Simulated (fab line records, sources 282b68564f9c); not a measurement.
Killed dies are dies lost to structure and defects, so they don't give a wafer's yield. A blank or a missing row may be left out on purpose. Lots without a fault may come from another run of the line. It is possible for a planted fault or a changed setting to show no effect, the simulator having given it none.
fab line records ; flow rit-cmos
record: lots: 5; wafers: 15; last-day: 7
route steps=202 shown PLDD@114 SPACER@125 NSD@131 PSD@142
lots that met no fault: taken from a fault-free run of the same line
start-h: hours from the record's first day to the start of the lot's first wafer shown ; wait-h: hours elapsed since this lot's preceding step ; " same as the row above ; L1.1+2: several wafers, shown together as one row ; - no value present, or no start provided ; * or withheld: withheld ; < > ~ a bound
route shown NAME@n: names a module that has steps shown in the file, with the first one's number in the route ; usual: mean and standard deviation over wafers with no fault ; same: alike in all rows ; chamber/n: place in a boat ; sites: readings site by site ; _std_site: the values' standard deviation ; _edge_site: outer sites' mean less inner sites' ; radius-mm: for every site, how far away it sits from the centre of the wafer ; mask NAME#n: copy n ; behind: tool/chamber where the wafer was last shaped ; hold: why the lot was held/for how many hours/how that ended ; device: names the non-switching transistor (n, p or np) ; end of line: the route-end tests of the same wafers ; step lacking rows: just its recipe ; killed: count of dies lost to structure and defects at first sort (not the wafer's yield) ; map: shows each die of a wafer: x if killed, . if not, _ if none is there
set.NAME: the setting as run; set.NAME@STEP: as run at that earlier step ; model.NAME: the simulator's own value behind a step, which no gauge read
certain route steps with their lots: each step a table, each wafer a row
services: from which hour (start-h, from the record's first day; less than 0 if before it) a tool's chamber was out of use, for how many hours, and why
== steps ==
step: RIT_PLDD_HMDS_00
recipe: prime-time-s: 60; prime-temp-c: 140
lot.wafer;tool;chamber;start-h;wait-h
L075.1+4+5;litho-track-01;0;61.22;0.1
L076.1+4+6;litho-track-03;0;65.21;0.1
L079.2+4+6;litho-track-04;0;73.71;0.1
L089.2+3+6;litho-track-03;0;126.89;0.1
L095.1+4+5;litho-track-04;0;151.35;0.1
step: RIT_PLDD_COAT_01
recipe: resist: NOVOLAK; spin-rpm: 3250; resist-thk-nm: 1000
usual: dispense-pressure-kPa: 53/3.2
lot.wafer;tool;chamber;start-h;wait-h;dispense-pressure-kPa
L075.1;litho-track-01;0;61.37;0.1;57
L075.4;litho-track-01;0;61.37;0.1;57
L075.5;litho-track-01;0;61.37;0.1;57
L076.1;litho-track-03;0;65.36;0.1;49
L076.4;litho-track-03;0;65.36;0.1;49
L076.6;litho-track-03;0;65.36;0.1;49
L079.2;litho-track-04;0;73.86;0.1;52
L079.4;litho-track-04;0;73.86;0.1;52
L079.6;litho-track-04;0;73.86;0.1;52
L089.2;litho-track-03;0;127.04;0.1;49
L089.3;litho-track-03;0;127.04;0.1;49
L089.6;litho-track-03;0;127.04;0.1;49
L095.1;litho-track-04;0;151.50;0.1;52
L095.4;litho-track-04;0;151.50;0.1;52
L095.5;litho-track-04;0;151.50;0.1;52
step: RIT_PLDD_SOFTBAKE_02
recipe: resist: NOVOLAK; temp-c: 90; time-s: 58.53
lot.wafer;tool;chamber;start-h;wait-h
L075.1+4+5;litho-track-01;0;61.52;0.1
L076.1+4+6;litho-track-03;0;65.51;0.1
L079.2+4+6;litho-track-04;0;74.01;0.1
L089.2+3+6;litho-track-03;0;127.19;0.1
L095.1+4+5;litho-track-04;0;151.65;0.1
step: RIT_PLDD_EXPOSE_03
recipe: mask-id: M8; na: 0.57; target-cd-nm: 40900; dose-mj: 250
lot.wafer;tool;chamber;start-h;wait-h;mask
L075.1+4+5;iline-stepper-02;0;61.67;0.1;M8#0
L076.1+4+6;iline-stepper-01;0;65.78;0.3;M8#0
L079.2+4+6;iline-stepper-02;0;74.28;0.2;M8#0
L089.2+3+6;iline-stepper-02;0;127.33;0.1;M8#0
L095.1+4+5;iline-stepper-01;0;151.92;0.3;M8#0
step: RIT_PLDD_PEB_04
recipe: resist: NOVOLAK; temp-c: withheld; time-s: withheld
lot.wafer;tool;chamber;start-h;wait-h
L075.1+4+5;litho-track-03;0;61.79;0.1
L076.1+4+6;litho-track-03;0;65.90;0.1
L079.2+4+6;litho-track-01;0;74.61;0.3
L089.2+3+6;litho-track-04;0;127.45;0.1
L095.1+4+5;litho-track-01;0;152.04;0.1
step: RIT_PLDD_DEVELOP_05
recipe: resist: NOVOLAK; develop-time-s: 50; dev-temp-c: 23
lot.wafer;tool;chamber;start-h;wait-h
L075.1+4+5;litho-track-03;0;-;-
L076.1+4+6;litho-track-03;0;-;-
L079.2+4+6;litho-track-01;0;-;-
L089.2+3+6;litho-track-04;0;-;-
L095.1+4+5;litho-track-01;0;-;-
step: RIT_PLDD_OVL_MEAS_06
usual: PLDD_OVL: 0.8/1.8
lot.wafer;tool;chamber;start-h;wait-h;PLDD_OVL[nm]
L075.1;overlay-01;-;62.07;-;2.0
L075.4;overlay-01;-;62.07;-;2.8
L075.5;overlay-01;-;62.07;-;2.0
L076.1;overlay-02;-;66.18;-;-1.6
L076.4;overlay-02;-;66.18;-;0.6
L076.6;overlay-02;-;66.18;-;0.7
L079.2;overlay-02;-;74.88;-;2.3
L079.4;overlay-02;-;74.88;-;1.4
L079.6;overlay-02;-;74.88;-;1.5
L089.2;overlay-02;-;127.72;-;1.6
L089.3;overlay-02;-;127.72;-;0.8
L089.6;overlay-02;-;127.72;-;1.6
L095.1;overlay-01;-;152.32;-;0.0
L095.4;overlay-01;-;152.32;-;1.5
L095.5;overlay-01;-;152.32;-;-0.7
step: RIT_PLDD_HARDBAKE_07
recipe: resist: NOVOLAK; temp-c: 140; time-s: 60
lot.wafer;tool;chamber;start-h;wait-h
L075.1+4+5;litho-track-03;0;62.11;0.0
L076.1+4+6;litho-track-01;0;66.22;0.0
L079.2+4+6;litho-track-04;0;74.93;0.0
L089.2+3+6;litho-track-04;0;127.77;0.0
L095.1+4+5;litho-track-04;0;152.36;0.0
step: RIT_PLDD_IMPLANT_08
recipe: species: BF2; energy-kev: 20; dose-cm2: 9e+14; tilt-deg: 7
lot.wafer;tool;chamber;start-h;wait-h
L075.1+4+5;implanter-04;0;62.26;0.1
L076.1+4+6;implanter-04;0;66.37;0.1
L079.2+4+6;implanter-04;0;75.08;0.1
L089.2+3+6;implanter-01;0;127.92;0.1
L095.1+4+5;implanter-03;0;152.51;0.1
step: RIT_PLDD_STRIP_09
recipe: chemistry: O2; time-s: 180; resist: NOVOLAK; platen-temp-c: withheld; power-w: 500; pressure-mtorr: 4000; o2-flow-sccm: 4000
usual: drypump-motor-current-A: 6.18/0.29
lot.wafer;tool;chamber;start-h;wait-h;drypump-motor-current-A;rf-hours-counter-h
L075.1;plasma-asher-02;1;62.41;0.1;6.49;43
L075.4;plasma-asher-02;1;62.41;0.1;6.51;-
L075.5;plasma-asher-02;0;62.41;0.1;6.36;-
L076.1;plasma-asher-03;1;66.52;0.1;6.32;43
L076.4;plasma-asher-03;1;66.52;0.1;6.31;-
L076.6;plasma-asher-03;0;66.52;0.1;6.06;-
L079.2;plasma-asher-04;0;75.21;0.1;5.87;38
L079.4;plasma-asher-04;1;75.21;0.1;5.58;-
L079.6;plasma-asher-04;1;75.21;0.1;5.58;-
L089.2;plasma-asher-02;1;128.05;0.1;6.49;1
L089.3;plasma-asher-02;0;128.05;0.1;6.42;-
L089.6;plasma-asher-02;1;128.05;0.1;6.48;-
L095.1;plasma-asher-02;1;152.66;0.1;6.48;4
L095.4;plasma-asher-02;0;152.66;0.1;6.40;-
L095.5;plasma-asher-02;0;152.66;0.1;6.44;-
step: RIT_PLDD_TW_MEAS_10
usual: PLDD_TW: 2352/24
lot.wafer;tool;chamber;start-h;wait-h;PLDD_TW
L075.1;film-metro-03;-;62.58;0.1;2368
L075.4;film-metro-03;-;62.58;0.1;2376
L075.5;film-metro-03;-;62.58;0.1;2365
L076.1;film-metro-04;-;66.69;0.1;2337
L076.4;film-metro-04;-;66.69;0.1;2344
L076.6;film-metro-04;-;66.69;0.1;2326
L079.2;film-metro-03;-;75.39;0.1;2360
L079.4;film-metro-03;-;75.39;0.1;2368
L079.6;film-metro-03;-;75.39;0.1;2365
L089.2;film-metro-02;-;128.23;0.1;2379
L089.3;film-metro-02;-;128.23;0.1;2382
L089.6;film-metro-02;-;128.23;0.1;2381
L095.1;film-metro-04;-;152.83;0.1;2333
L095.4;film-metro-04;-;152.83;0.1;2337
L095.5;film-metro-04;-;152.83;0.1;2331
step: RIT_SPACER_CLEAN_00
recipe: chemistry: SC1; mix: 3:3:50; time-s: 600; temp-c: 75
lot.wafer;tool;chamber;start-h;wait-h
L075.1+4+5;wet-bench-03;0;62.64;0.1
L076.1+4+6;wet-bench-04;2;66.75;0.1
L079.2+4+6;wet-bench-02;0;75.44;0.0
L089.2+3+6;wet-bench-02;0;128.28;0.0
L095.1+4+5;wet-bench-03;1;152.92;0.1
step: RIT_SPACER_CLEAN_01
recipe: chemistry: dHF; dilution: 50:1; time-s: 30
lot.wafer;tool;chamber;start-h;wait-h
L075.1+4+5;wet-bench-04;0;62.84;0.0
L076.1+4+6;wet-bench-03;3;66.93;0.0
L079.2+4+6;wet-bench-04;0;75.65;0.0
L089.2+3+6;wet-bench-03;2;128.49;0.0
L095.1+4+5;wet-bench-03;2;153.10;0.0
step: RIT_SPACER_CLEAN_02
recipe: chemistry: SC2; mix: 3:3:50; time-s: 600; temp-c: 75; dry: n2-spin
lot.wafer;tool;chamber;start-h;wait-h
L075.1+4+5;wet-bench-02;1;62.85;0.0
L076.1+4+6;wet-bench-04;2;66.95;0.0
L079.2+4+6;wet-bench-03;1;75.67;0.0
L089.2+3+6;wet-bench-02;3;128.51;0.0
L095.1+4+5;wet-bench-03;1;153.12;0.0
step: RIT_SPACER_CVD_03
recipe: material: Si3N4; target-thk-nm: 250; temp-c: 810; precursor: SiH2Cl2/NH3; time-s: 3300; pressure-mtorr: 300; sih2cl2-flow-sccm: 60; nh3-flow-sccm: 150
usual: sih2cl2-flow-sccm: 59.98/0.19; susceptor-temp-C: 810.0/0.36; zone-power-source-pct: 21.4/1.5
lot.wafer;tool;chamber;start-h;wait-h;sih2cl2-flow-sccm;susceptor-temp-C;zone-power-source-pct
L075.1;lpcvd-01;1;63.23;0.0;59.96;810.2;21.5
L075.4;lpcvd-01;1;63.23;0.0;60.23;810.8;21.5
L075.5;lpcvd-01;1;63.23;0.0;59.90;810.5;21.4
L076.1;lpcvd-02;1;67.12;0.0;59.68;810.1;20.5
L076.4;lpcvd-02;1;67.12;0.0;59.95;810.3;20.9
L076.6;lpcvd-02;1;67.12;0.0;59.85;810.1;20.6
L079.2;lpcvd-02;1;75.84;0.0;60.19;810.0;20.3
L079.4;lpcvd-02;1;75.84;0.0;60.07;809.9;20.5
L079.6;lpcvd-02;1;75.84;0.0;59.87;810.1;20.8
L089.2;lpcvd-01;1;128.72;0.0;60.13;811.1;21.3
L089.3;lpcvd-01;1;128.72;0.0;59.99;810.5;21.3
L089.6;lpcvd-01;1;128.72;0.0;60.03;810.4;21.3
L095.1;lpcvd-02;0;154.10;0.8;59.85;810.0;19.4
L095.4;lpcvd-02;0;154.10;0.8;59.91;809.8;19.3
L095.5;lpcvd-02;0;154.10;0.8;60.08;809.7;19.0
step: RIT_SPACER_THK_MEAS_04
recipe: reads: Si3N4_of_SPACER_CVD_03
usual: SPACER_NITRIDE_THK: 249.1/2.2
lot.wafer;tool;chamber;start-h;wait-h;SPACER_NITRIDE_THK[nm]
L075.1;film-metro-01;-;65.15;0.0;248.4
L075.4;film-metro-01;-;65.15;0.0;249.7
L075.5;film-metro-01;-;65.15;0.0;249.2
L076.1;film-metro-01;-;69.04;0.0;250.8
L076.4;film-metro-01;-;69.04;0.0;252.0
L076.6;film-metro-01;-;69.04;0.0;253.2
L079.2;film-metro-04;-;77.77;0.0;252.0
L079.4;film-metro-04;-;77.77;0.0;248.6
L079.6;film-metro-04;-;77.77;0.0;249.4
L089.2;film-metro-04;-;130.64;0.0;245.7
L089.3;film-metro-04;-;130.64;0.0;247.1
L089.6;film-metro-04;-;130.64;0.0;245.8
L095.1;film-metro-04;-;156.02;0.0;247.1
L095.4;film-metro-04;-;156.02;0.0;247.1
L095.5;film-metro-04;-;156.02;0.0;247.3
step: RIT_SPACER_ETCHBACK_05
recipe: target-depth-a: 2500; SF6_flow_sccm: 30; CHF3_flow_sccm: 30; target: Si3N4; chemistry: SF6/CHF3; pressure-mtorr: 40; rf-w: 250; time-s: 240; stop-on: SiO2
usual: CHF3_flow_sccm: 30.00/0.095; drypump-motor-current-A: 5.5/0.34; oes-product-au: 0.845/0.02; throttle-valve-pct: 10.27/0.11
lot.wafer;tool;chamber;start-h;wait-h;CHF3_flow_sccm;drypump-motor-current-A;oes-product-au;rf-hours-counter-h;throttle-valve-pct
L075.1;rie-diel-04;1;65.21;0.1;29.89;5.9;0.816;0;10.41
L075.4;rie-diel-04;2;65.21;0.1;29.81;5.4;0.820;18;10.26
L075.5;rie-diel-04;3;65.21;0.1;30.05;4.8;0.858;-;10.29
L076.1;rie-diel-01;3;69.10;0.1;30.20;5.4;0.870;6;10.43
L076.4;rie-diel-01;1;69.10;0.1;30.11;5.6;0.838;118;10.32
L076.6;rie-diel-01;0;69.10;0.1;29.99;5.2;0.850;-;10.30
L079.2;rie-diel-04;2;77.82;0.0;29.96;5.4;0.834;19;10.28
L079.4;rie-diel-04;1;77.82;0.0;30.14;5.9;0.825;-;10.40
L079.6;rie-diel-04;2;77.82;0.0;29.95;5.4;0.822;-;10.30
L089.2;rie-diel-04;2;130.69;0.0;30.13;5.4;0.811;20;10.30
L089.3;rie-diel-04;0;130.69;0.0;29.99;5.2;0.853;8;10.24
L089.6;rie-diel-04;1;130.69;0.0;30.02;5.9;0.813;-;10.39
L095.1;rie-diel-04;0;156.08;0.1;30.17;5.2;0.866;8;10.22
L095.4;rie-diel-04;1;156.08;0.1;30.00;5.9;0.838;3;10.41
L095.5;rie-diel-04;3;156.08;0.1;29.84;4.8;0.810;-;10.33
step: RIT_NSD_HMDS_00
recipe: prime-time-s: 60; prime-temp-c: 140
lot.wafer;tool;chamber;start-h;wait-h
L075.1+4+5;litho-track-04;0;65.51;0.2
L076.1+4+6;litho-track-03;0;69.25;0.1
L079.2+4+6;litho-track-04;0;77.99;0.1
L089.2+3+6;litho-track-04;0;130.87;0.1
L095.1+4+5;litho-track-04;0;156.23;0.1
step: RIT_NSD_COAT_01
recipe: resist: NOVOLAK; spin-rpm: 3250; resist-thk-nm: 1000
usual: dispense-pressure-kPa: 51.7/1.2
lot.wafer;tool;chamber;start-h;wait-h;dispense-pressure-kPa
L075.1;litho-track-04;0;65.66;0.1;52.3
L075.4;litho-track-04;0;65.66;0.1;52.3
L075.5;litho-track-04;0;65.66;0.1;52.2
L076.1;litho-track-03;0;69.40;0.1;49.3
L076.4;litho-track-03;0;69.40;0.1;49.3
L076.6;litho-track-03;0;69.40;0.1;49.3
L079.2;litho-track-04;0;78.14;0.1;52.3
L079.4;litho-track-04;0;78.14;0.1;52.3
L079.6;litho-track-04;0;78.14;0.1;52.3
L089.2;litho-track-04;0;131.02;0.1;52.3
L089.3;litho-track-04;0;131.02;0.1;52.3
L089.6;litho-track-04;0;131.02;0.1;52.3
L095.1;litho-track-04;0;156.38;0.1;52.2
L095.4;litho-track-04;0;156.38;0.1;52.3
L095.5;litho-track-04;0;156.38;0.1;52.3
step: RIT_NSD_SOFTBAKE_02
recipe: resist: NOVOLAK; temp-c: 90; time-s: 62.74
usual: plate-sensor-t-centre-C: 90.969/0.011; plate-sensor-t-edge-C: 91.021/0.011
lot.wafer;tool;chamber;start-h;wait-h;plate-sensor-t-centre-C;plate-sensor-t-edge-C
L075.1;litho-track-04;0;65.81;0.1;90.986;91.012
L075.4;litho-track-04;0;65.81;0.1;90.965;91.005
L075.5;litho-track-04;0;65.81;0.1;90.959;91.006
L076.1;litho-track-03;0;69.55;0.1;90.979;91.009
L076.4;litho-track-03;0;69.55;0.1;90.966;91.032
L076.6;litho-track-03;0;69.55;0.1;90.975;91.021
L079.2;litho-track-04;0;78.29;0.1;90.941;91.002
L079.4;litho-track-04;0;78.29;0.1;90.972;91.023
L079.6;litho-track-04;0;78.29;0.1;90.979;91.042
L089.2;litho-track-04;0;131.17;0.1;90.974;91.017
L089.3;litho-track-04;0;131.17;0.1;90.964;91.024
L089.6;litho-track-04;0;131.17;0.1;90.970;91.012
L095.1;litho-track-04;0;156.53;0.1;90.953;91.003
L095.4;litho-track-04;0;156.53;0.1;90.967;91.023
L095.5;litho-track-04;0;156.53;0.1;90.960;91.027
step: RIT_NSD_EXPOSE_03
recipe: mask-id: M9; na: 0.57; target-cd-nm: 40700; dose-mj: 250
lot.wafer;tool;chamber;start-h;wait-h;mask
L075.1+4+5;iline-stepper-02;0;66.09;0.2;M9#0
L076.1+4+6;iline-stepper-01;0;69.82;0.2;M9#0
L079.2+4+6;iline-stepper-01;0;78.56;0.2;M9#0
L089.2+3+6;iline-stepper-02;0;131.44;0.2;M9#0
L095.1+4+5;iline-stepper-02;0;156.68;0.1;M9#0
step: RIT_NSD_PEB_04
recipe: resist: NOVOLAK; temp-c: withheld; time-s: withheld
lot.wafer;tool;chamber;start-h;wait-h
L075.1+4+5;litho-track-04;0;66.21;0.1
L076.1+4+6;litho-track-02;0;69.94;0.1
L079.2+4+6;litho-track-04;0;78.97;0.4
L089.2+3+6;litho-track-03;0;131.56;0.1
L095.1+4+5;litho-track-02;0;156.79;0.1
step: RIT_NSD_DEVELOP_05
recipe: resist: NOVOLAK; develop-time-s: 50; dev-temp-c: 23
lot.wafer;tool;chamber;start-h;wait-h
L075.1+4+5;litho-track-04;0;-;-
L076.1+4+6;litho-track-02;0;-;-
L079.2+4+6;litho-track-04;0;-;-
L089.2+3+6;litho-track-03;0;-;-
L095.1+4+5;litho-track-02;0;-;-
step: RIT_NSD_OVL_MEAS_06
usual: NSD_OVL: 1.6/1
lot.wafer;tool;chamber;start-h;wait-h;NSD_OVL[nm]
L075.1;overlay-01;-;66.49;-;2.1
L075.4;overlay-01;-;66.49;-;1.5
L075.5;overlay-01;-;66.49;-;2.8
L076.1;overlay-02;-;70.22;-;1.7
L076.4;overlay-02;-;70.22;-;0.6
L076.6;overlay-02;-;70.22;-;1.4
L079.2;overlay-02;-;79.24;-;0.4
L079.4;overlay-02;-;79.24;-;0.5
L079.6;overlay-02;-;79.24;-;0.1
L089.2;overlay-02;-;131.82;-;2.2
L089.3;overlay-02;-;131.82;-;1.0
L089.6;overlay-02;-;131.82;-;0.3
L095.1;overlay-01;-;157.08;-;1.7
L095.4;overlay-01;-;157.08;-;0.9
L095.5;overlay-01;-;157.08;-;2.2
step: RIT_NSD_HARDBAKE_07
recipe: resist: NOVOLAK; temp-c: 140; time-s: 60
lot.wafer;tool;chamber;start-h;wait-h
L075.1+4+5;litho-track-02;0;66.52;0.0
L076.1+4+6;litho-track-03;0;70.26;0.0
L079.2+4+6;litho-track-04;0;79.29;0.0
L089.2+3+6;litho-track-02;0;131.88;0.0
L095.1+4+5;litho-track-02;0;157.11;0.0
step: RIT_NSD_IMPLANT_08
recipe: species: P; energy-kev: 25; dose-cm2: 1e+15; tilt-deg: 7
lot.wafer;tool;chamber;start-h;wait-h
L075.1+4+5;implanter-03;0;66.67;0.1
L076.1+4+6;implanter-01;0;70.41;0.1
L079.2+4+6;implanter-02;0;79.44;0.1
L089.2+3+6;implanter-03;0;132.03;0.1
L095.1+4+5;implanter-03;0;157.26;0.1
step: RIT_NSD_STRIP_09
recipe: chemistry: O2; time-s: 180; resist: NOVOLAK; platen-temp-c: withheld; power-w: 500; pressure-mtorr: 4000; o2-flow-sccm: 4000
usual: drypump-motor-current-A: 5.9/0.48
lot.wafer;tool;chamber;start-h;wait-h;drypump-motor-current-A;rf-hours-counter-h
L075.1;plasma-asher-01;0;66.82;0.1;6.2;28
L075.4;plasma-asher-01;0;66.82;0.1;6.2;-
L075.5;plasma-asher-01;0;66.82;0.1;6.2;-
L076.1;plasma-asher-03;0;70.56;0.1;6.0;43
L076.4;plasma-asher-03;0;70.56;0.1;6.0;-
L076.6;plasma-asher-03;0;70.56;0.1;6.1;-
L079.2;plasma-asher-02;0;79.57;0.1;6.4;46
L079.4;plasma-asher-02;0;79.57;0.1;6.4;-
L079.6;plasma-asher-02;1;79.57;0.1;6.5;-
L089.2;plasma-asher-03;0;132.15;0.1;6.1;51
L089.3;plasma-asher-03;0;132.15;0.1;6.1;-
L089.6;plasma-asher-03;1;132.15;0.1;6.3;-
L095.1;plasma-asher-01;1;157.41;0.1;5.2;38
L095.4;plasma-asher-01;1;157.41;0.1;5.2;-
L095.5;plasma-asher-01;1;157.41;0.1;5.2;-
step: RIT_NSD_TW_MEAS_10
usual: NSD_TW: 3141/31
lot.wafer;tool;chamber;start-h;wait-h;NSD_TW
L075.1;film-metro-03;-;67.00;0.1;3139
L075.4;film-metro-03;-;67.00;0.1;3145
L075.5;film-metro-03;-;67.00;0.1;3141
L076.1;film-metro-02;-;70.73;0.1;3186
L076.4;film-metro-02;-;70.73;0.1;3182
L076.6;film-metro-02;-;70.73;0.1;3160
L079.2;film-metro-04;-;79.75;0.1;3091
L079.4;film-metro-04;-;79.75;0.1;3076
L079.6;film-metro-04;-;79.75;0.1;3098
L089.2;film-metro-03;-;132.34;0.1;3147
L089.3;film-metro-03;-;132.34;0.1;3139
L089.6;film-metro-03;-;132.34;0.1;3131
L095.1;film-metro-02;-;157.59;0.1;3161
L095.4;film-metro-02;-;157.59;0.1;3169
L095.5;film-metro-02;-;157.59;0.1;3167
step: RIT_PSD_HMDS_00
recipe: prime-time-s: 60; prime-temp-c: 140
lot.wafer;tool;chamber;start-h;wait-h
L075.1+4+5;litho-track-03;0;67.06;0.1
L076.1+4+6;litho-track-03;0;70.79;0.1
L079.2+4+6;litho-track-02;0;79.83;0.1
L089.2+3+6;litho-track-02;0;132.41;0.1
L095.1+4+5;litho-track-03;0;157.65;0.1
step: RIT_PSD_COAT_01
recipe: resist: NOVOLAK; spin-rpm: 3250; resist-thk-nm: 1007
usual: dispense-pressure-kPa: 53/3.1
lot.wafer;tool;chamber;start-h;wait-h;dispense-pressure-kPa
L075.1;litho-track-03;0;67.21;0.1;49
L075.4;litho-track-03;0;67.21;0.1;49
L075.5;litho-track-03;0;67.21;0.1;49
L076.1;litho-track-03;0;70.94;0.1;49
L076.4;litho-track-03;0;70.94;0.1;49
L076.6;litho-track-03;0;70.94;0.1;49
L079.2;litho-track-02;0;79.98;0.1;53
L079.4;litho-track-02;0;79.98;0.1;53
L079.6;litho-track-02;0;79.98;0.1;53
L089.2;litho-track-02;0;132.56;0.1;53
L089.3;litho-track-02;0;132.56;0.1;53
L089.6;litho-track-02;0;132.56;0.1;53
L095.1;litho-track-03;0;157.80;0.1;49
L095.4;litho-track-03;0;157.80;0.1;49
L095.5;litho-track-03;0;157.80;0.1;49
step: RIT_PSD_SOFTBAKE_02
recipe: resist: NOVOLAK; temp-c: 90; time-s: 60
lot.wafer;tool;chamber;start-h;wait-h
L075.1+4+5;litho-track-03;0;67.36;0.1
L076.1+4+6;litho-track-03;0;71.09;0.1
L079.2+4+6;litho-track-02;0;80.13;0.1
L089.2+3+6;litho-track-02;0;132.71;0.1
L095.1+4+5;litho-track-03;0;157.95;0.1
step: RIT_PSD_EXPOSE_03
recipe: mask-id: M10; na: 0.57; target-cd-nm: 40900; dose-mj: 250
lot.wafer;tool;chamber;start-h;wait-h;mask
L075.1+4+5;iline-stepper-01;0;67.63;0.2;M10#0
L076.1+4+6;iline-stepper-02;0;71.42;0.3;M10#0
L079.2+4+6;iline-stepper-02;0;80.27;0.1;M10#0
L089.2+3+6;iline-stepper-01;0;132.86;0.1;M10#0
L095.1+4+5;iline-stepper-01;0;158.22;0.2;M10#0
step: RIT_PSD_PEB_04
recipe: resist: NOVOLAK; temp-c: withheld; time-s: withheld
lot.wafer;tool;chamber;start-h;wait-h
L075.1+4+5;litho-track-02;0;67.75;0.1
L076.1+4+6;litho-track-03;0;71.54;0.1
L079.2+4+6;litho-track-01;0;80.55;0.3
L089.2+3+6;litho-track-01;0;132.98;0.1
L095.1+4+5;litho-track-02;0;158.34;0.1
step: RIT_PSD_DEVELOP_05
recipe: resist: NOVOLAK; develop-time-s: 50; dev-temp-c: 23
lot.wafer;tool;chamber;start-h;wait-h
L075.1+4+5;litho-track-02;0;-;-
L076.1+4+6;litho-track-03;0;-;-
L079.2+4+6;litho-track-01;0;-;-
L089.2+3+6;litho-track-01;0;-;-
L095.1+4+5;litho-track-02;0;-;-
step: RIT_PSD_OVL_MEAS_06
usual: PSD_OVL: -0.2/1.3
lot.wafer;tool;chamber;start-h;wait-h;PSD_OVL[nm]
L075.1;overlay-02;-;68.03;-;0.1
L075.4;overlay-02;-;68.03;-;-0.6
L075.5;overlay-02;-;68.03;-;0.4
L076.1;overlay-01;-;71.82;-;-1.3
L076.4;overlay-01;-;71.82;-;-1.1
L076.6;overlay-01;-;71.82;-;-1.4
L079.2;overlay-02;-;80.82;-;-2.2
L079.4;overlay-02;-;80.82;-;0.3
L079.6;overlay-02;-;80.82;-;-4.0
L089.2;overlay-01;-;133.25;-;-1.1
L089.3;overlay-01;-;133.25;-;-1.0
L089.6;overlay-01;-;133.25;-;0.3
L095.1;overlay-01;-;158.62;-;-0.2
L095.4;overlay-01;-;158.62;-;0.8
L095.5;overlay-01;-;158.62;-;-0.5
step: RIT_PSD_HARDBAKE_07
recipe: resist: NOVOLAK; temp-c: 140; time-s: 60
lot.wafer;tool;chamber;start-h;wait-h
L075.1+4+5;litho-track-03;0;68.07;0.0
L076.1+4+6;litho-track-03;0;71.85;0.0
L079.2+4+6;litho-track-01;0;80.87;0.0
L089.2+3+6;litho-track-02;0;133.30;0.0
L095.1+4+5;litho-track-02;0;158.66;0.0
step: RIT_PSD_IMPLANT_08
recipe: species: BF2; energy-kev: 27; dose-cm2: 5e+15; tilt-deg: 7.214
lot.wafer;tool;chamber;start-h;wait-h
L075.1+4+5;implanter-02;0;68.22;0.1
L076.1+4+6;implanter-02;0;72.00;0.1
L079.2+4+6;implanter-01;0;81.02;0.1
L089.2+3+6;implanter-02;0;133.45;0.1
L095.1+4+5;implanter-02;0;158.81;0.1
step: RIT_PSD_STRIP_09
recipe: chemistry: O2; time-s: 180; resist: NOVOLAK; platen-temp-c: withheld; power-w: 500; pressure-mtorr: 4000; o2-flow-sccm: 4000
usual: drypump-motor-current-A: 6.0/0.45
lot.wafer;tool;chamber;start-h;wait-h;drypump-motor-current-A;rf-hours-counter-h
L075.1;plasma-asher-02;1;68.37;0.1;6.5;44
L075.4;plasma-asher-02;1;68.37;0.1;6.5;-
L075.5;plasma-asher-02;1;68.37;0.1;6.5;-
L076.1;plasma-asher-02;1;72.15;0.1;6.5;45
L076.4;plasma-asher-02;1;72.15;0.1;6.5;-
L076.6;plasma-asher-02;0;72.15;0.1;6.4;-
L079.2;plasma-asher-04;0;81.15;0.1;5.9;38
L079.4;plasma-asher-04;0;81.15;0.1;5.8;-
L079.6;plasma-asher-04;0;81.15;0.1;5.9;-
L089.2;plasma-asher-01;1;133.58;0.1;5.2;36
L089.3;plasma-asher-01;0;133.58;0.1;6.2;-
L089.6;plasma-asher-01;0;133.58;0.1;6.2;-
L095.1;plasma-asher-01;1;158.96;0.1;5.2;38
L095.4;plasma-asher-01;0;158.96;0.1;6.2;-
L095.5;plasma-asher-01;1;158.96;0.1;5.1;-
== services ==
tool;chamber;start-h;hours;kind
implanter-02;-;42.16;2.6;repair
plasma-asher-04;-;46.63;28.1;pm
implanter-01;-;47.18;4.6;repair
rie-diel-01;1;57.88;3.0;repair
iline-stepper-01;-;58.23;2.1;pm
implanter-03;-;61.11;5.4;pm
lpcvd-01;-;66.28;0.8;repair
implanter-03;-;68.10;1.8;repair
rie-diel-01;-;73.33;0.3;repair
rie-diel-01;0;73.67;9.9;repair
lpcvd-01;-;76.28;0.8;repair
rie-diel-04;3;77.15;7.1;repair
plasma-asher-04;-;86.48;2.8;pm
rie-diel-01;0;93.09;1.9;repair
iline-stepper-01;-;105.38;7.3;repair
plasma-asher-02;-;108.75;9.0;pm
rie-diel-01;-;110.66;0.4;repair
implanter-03;-;113.48;1.1;repair
plasma-asher-01;-;114.96;0.6;repair
iline-stepper-02;-;116.02;1.0;repair
wet-bench-03;-;117.86;1.9;pm
plasma-asher-03;-;121.60;2.2;repair
implanter-01;-;129.03;3.7;pm
lpcvd-02;-;135.21;2.8;pm
== key ==
fault none
